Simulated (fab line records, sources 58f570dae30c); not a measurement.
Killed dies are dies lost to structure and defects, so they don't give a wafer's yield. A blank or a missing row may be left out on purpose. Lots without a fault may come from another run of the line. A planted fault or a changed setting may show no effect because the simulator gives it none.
Which tool did it? | flow berkeley_cmos170 | 13 lots, 39 wafers sampled, at 3 steps of a route of 331

WHAT THE GAUGES READ, wafer by wafer
UCB170_SILICIDE_RS_MEAS_02: measures by four-point-probe. Usual: SILICIDE_TI_RS 26.1 ohm/sq, standard deviation 0.31.
lot  | measured     | on            | SILICIDE_TI_RS (ohm/sq) | flag
L501 | day 7 21:40  | film_metro-03 | 26.4 26.6 26.2          |
L504 | day 8 07:16  | film_metro-02 | 26.5 26.3 26.2          |
L503 | day 8 08:10  | film_metro-02 | 26.1 26.0 26.0          |
L506 | day 8 16:56  | film_metro-02 | 26.1 26.2 26.1          |
L507 | day 9 02:51  | film_metro-04 | 26.2 26.2 26.5          |
L508 | day 9 03:49  | film_metro-02 | 25.9 26.1 25.9          |
L511 | day 9 19:15  | film_metro-04 | 26.6 26.5 26.7          |
L512 | day 9 20:08  | film_metro-03 | 25.8 26.2 26.0          |
L513 | day 10 02:02 | film_metro-02 | 26.1 26.3 26.1          |
L515 | day 10 18:59 | film_metro-02 | 26.1 14.6 26.1          | OFF
L516 | day 10 19:10 | film_metro-03 | 26.3 26.5 26.2          |
L524 | day 12 19:11 | film_metro-04 | 26.2 25.8 25.9          |
L523 | day 12 19:56 | film_metro-03 | 26.4 26.2 26.6          |

UCB170_SILICIDE_THK_MEAS_03: measures by xrf. Usual: SILICIDE_TI_THK 30.4 nm, standard deviation 0.33.
lot  | measured     | on            | SILICIDE_TI_THK (nm) | flag
L501 | day 7 21:47  | film_metro-03 | 30.5 30.1 30.4       |
L504 | day 8 07:22  | film_metro-02 | 30.1 30.3 30.4       |
L503 | day 8 08:17  | film_metro-02 | 30.4 30.5 30.7       |
L506 | day 8 17:04  | film_metro-02 | 30.6 30.3 30.5       |
L507 | day 9 02:58  | film_metro-04 | 30.3 30.2 29.8       |
L508 | day 9 03:54  | film_metro-02 | 30.6 30.4 30.6       |
L511 | day 9 19:22  | film_metro-04 | 29.9 29.9 29.7       |
L512 | day 9 20:14  | film_metro-03 | 30.8 30.5 30.6       |
L513 | day 10 02:09 | film_metro-02 | 30.5 30.5 30.6       |
L515 | day 10 19:06 | film_metro-02 | 30.5 50.4 30.4       | OFF
L516 | day 10 19:16 | film_metro-03 | 30.5 30.3 30.5       |
L524 | day 12 19:19 | film_metro-04 | 30.6 31.0 30.5       |
L523 | day 12 20:02 | film_metro-03 | 30.4 30.6 30.2       |

WHICH TOOL RAN EACH LOT (tool, then ch and the chambers of the sampled wafers, then the start)
lot  | UCB170_SILICIDE_SPUTTER_01
L501 | pvd_sputter-01, day 7 21:38
L504 | pvd_sputter-02, day 8 07:13
L503 | pvd_sputter-02, day 8 08:08
L506 | pvd_sputter-03, day 8 16:54
L507 | pvd_sputter-01, day 9 02:49
L508 | pvd_sputter-01, day 9 03:43
L511 | pvd_sputter-01, day 9 19:13
L512 | pvd_sputter-03, day 9 20:05
L513 | pvd_sputter-01, day 10 01:59
L515 | pvd_sputter-01, day 10 18:56
L516 | pvd_sputter-02, day 10 19:04
L524 | pvd_sputter-03, day 12 19:10
L523 | pvd_sputter-03, day 12 19:52
- UCB170_SILICIDE_SPUTTER_01: material Ti, target thk 30 nm, time 25 s.

WHAT THE TOOLS THEMSELVES READ (means of the sampled wafers that have a number; where no wafer has one, the mark that the record gives instead)
UCB170_SILICIDE_SPUTTER_01. Usual: chamber_pressure_pa 0.5000 Pa, standard deviation 0.001; throttle_valve_pct 30.0 %, standard deviation 0.83.
lot  | tool           | chamber_pressure_pa (Pa) | throttle_valve_pct (%) | flag
L501 | pvd_sputter-01 | 0.5004                   | 29.5                   |
L504 | pvd_sputter-02 | 0.5019                   | 29.6                   |
L503 | pvd_sputter-02 | 0.5012                   | 30.3                   |
L506 | pvd_sputter-03 | 0.4999                   | 30.9                   |
L507 | pvd_sputter-01 | 0.4999                   | 29.6                   |
L508 | pvd_sputter-01 | 0.4997                   | 28.9                   |
L511 | pvd_sputter-01 | 0.4993                   | 29.4                   |
L512 | pvd_sputter-03 | 0.4997                   | 30.4                   |
L513 | pvd_sputter-01 | 0.4993                   | 28.7                   |
L515 | pvd_sputter-01 | 0.5007                   | 30.1                   |
L516 | pvd_sputter-02 | 0.5001                   | 29.7                   |
L524 | pvd_sputter-03 | 0.5005                   | 30.6                   |
L523 | pvd_sputter-03 | 0.4986                   | 30.1                   |

THE ANSWER, worked out from the rows above alone
Rule: a lot is off if the mean of its wafers that have a number lies more than 3 standard deviations from the usual mean. A lot without any number at a reading at which 4 lots or more have one is off too. The other lots that the step has rows for count as sound. The gauges are gone through in route order, then the tools' own readings, and for those a lot's mean is taken as printed above. The first step at which some lot is off is used, and at that step the reading that is off furthest; a lot without a number counts as furthest.
Off: L515, at UCB170_SILICIDE_RS_MEAS_02 (SILICIDE_TI_RS).
A tool fits if, at a process step before that reading, it ran every lot that is off, and no sound lot after the first of them. The gauges at UCB170_SILICIDE_RS_MEAS_02 are tried like those tools. Can't be told from this: 2 tools fit, pvd_sputter-01 at UCB170_SILICIDE_SPUTTER_01, film_metro-02 at UCB170_SILICIDE_RS_MEAS_02.

WHAT THE SIMULATOR HAD PUT IN
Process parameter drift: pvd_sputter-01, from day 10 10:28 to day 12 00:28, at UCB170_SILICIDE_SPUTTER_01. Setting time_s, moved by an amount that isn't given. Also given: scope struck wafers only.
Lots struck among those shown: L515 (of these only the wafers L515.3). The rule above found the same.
